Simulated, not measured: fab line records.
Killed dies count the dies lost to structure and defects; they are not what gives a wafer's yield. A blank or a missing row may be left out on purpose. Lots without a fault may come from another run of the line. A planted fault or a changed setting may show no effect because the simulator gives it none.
Shared-tool check | flow berkeley-cmos170 | Sample size 14 lots and 42 wafers

## REASON IT WAS OPENED
2 of 14 lots carry a flag on the reading PLDD_TW at UCB170_PLDD_TW_MEAS_11. Fault-free wafers read 1008, with a standard deviation of 4.2.
Rule: a lot gets a flag if all its wafers with a number sit over 4 standard deviations from that mean, or if no wafer of it has a number. All remaining lots are regarded as sound.

lot  | measured     | on            | PLDD_TW, wafer by wafer | flag
L908 | day 7 14:52  | film-metro-03 | 1009 1011 1012          |
L909 | day 7 15:09  | film-metro-01 | 1007 1009 1006          |
L907 | day 7 15:36  | film-metro-03 | 1005 1012 1011          |
L906 | day 7 15:53  | film-metro-01 | 1002 1006 1007          |
L904 | day 7 16:10  | film-metro-02 | 1007 1005 1005          |
L913 | day 8 19:59  | film-metro-02 | 1008 1009 1009          |
L916 | day 9 12:31  | film-metro-02 | 1093 1099 1098          | FLAGGED
L919 | day 10 04:07 | film-metro-02 | 1093 1091 1094          | FLAGGED
L920 | day 10 17:35 | film-metro-02 | 1005 1008 1009          |
L922 | day 11 04:20 | film-metro-03 | 1001 1007 1004          |
L925 | day 11 10:58 | film-metro-01 | 1011 1013 1011          |
L924 | day 11 11:05 | film-metro-03 | 1011 999 1003           |
L927 | day 12 01:28 | film-metro-02 | 1004 1002 997           |
L926 | day 12 02:34 | film-metro-01 | 1008 1011 1007          |
Average over the flagged lots: 1095; offset from the usual +87, equal to +21 standard deviations.

## LOT BY LOT: THE TOOL USED
The record holds 1 process step before the reading, out of a route of 331 steps. Each cell gives the tool, then ch followed by the chambers the sampled wafers passed through, then the start.
lot  | flag    | UCB170_PLDD_IMPLANT_09
L908 |         | implanter-04 ch 0, day 7 14:37
L909 |         | implanter-03 ch 0, day 7 14:55
L907 |         | implanter-02 ch 0, day 7 15:21
L906 |         | implanter-04 ch 0, day 7 15:38
L904 |         | implanter-03 ch 0, day 7 15:57
L913 |         | implanter-04 ch 0, day 8 19:44
L916 | FLAGGED | implanter-03 ch 0, day 9 12:16
L919 | FLAGGED | implanter-03 ch 0, day 10 03:52
L920 |         | implanter-02 ch 0, day 10 17:23
L922 |         | implanter-02 ch 0, day 11 04:07
L925 |         | implanter-02 ch 0, day 11 10:43
L924 |         | implanter-04 ch 0, day 11 10:52
L927 |         | implanter-04 ch 0, day 12 01:13
L926 |         | implanter-02 ch 0, day 12 02:22
What these steps do:
- UCB170_PLDD_IMPLANT_09
- UCB170_PLDD_TW_MEAS_11

## FLAGGED OVER TOTAL, TOOL BY TOOL (the gauges that took the reading come last)
step                   | tool          | lots run | flagged | share of the flagged lots | sound lots run after its first flagged lot
UCB170_PLDD_IMPLANT_09 | implanter-02  | 5        | 0       | none                      | -
UCB170_PLDD_IMPLANT_09 | implanter-03  | 4        | 2       | all                       | 0
UCB170_PLDD_IMPLANT_09 | implanter-04  | 5        | 0       | none                      | -
UCB170_PLDD_TW_MEAS_11 | film-metro-01 | 4        | 0       | none                      | -
UCB170_PLDD_TW_MEAS_11 | film-metro-02 | 6        | 2       | all                       | 2 (L920,L927)
UCB170_PLDD_TW_MEAS_11 | film-metro-03 | 4        | 0       | none                      | -

## WHAT THE TABLE PERMITS
Rows of the table that ran all the flagged lots, 2 in number: implanter-03 at UCB170_PLDD_IMPLANT_09; film-metro-02 at UCB170_PLDD_TW_MEAS_11.
- implanter-03 at UCB170_PLDD_IMPLANT_09 ran 4 lots, 2 of them flagged. Its last sound lot is L904 (day 7 15:57), its first flagged lot L916 (day 9 12:16): a fault that began between those two fits. Its own readings (beam-on-s, dose-ions-cm2, faraday-current-uA) fall more than 4 standard deviations out on all wafers of the flagged lots.
- film-metro-02 at UCB170_PLDD_TW_MEAS_11 ran 6 lots, 2 of them flagged. Lots that were sound ran on it after the first flagged one (L920, L927); a persistent fault on the entire tool would not allow that.
implanter-03 at UCB170_PLDD_IMPLANT_09 is the single tool remaining.

## WHAT THE SIMULATOR HAD INSERTED
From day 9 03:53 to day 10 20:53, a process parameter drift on implanter-03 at UCB170_PLDD_IMPLANT_09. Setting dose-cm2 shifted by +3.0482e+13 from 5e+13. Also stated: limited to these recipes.
Struck lots among those shown: L916, L919. The rule given above showed the same thing.
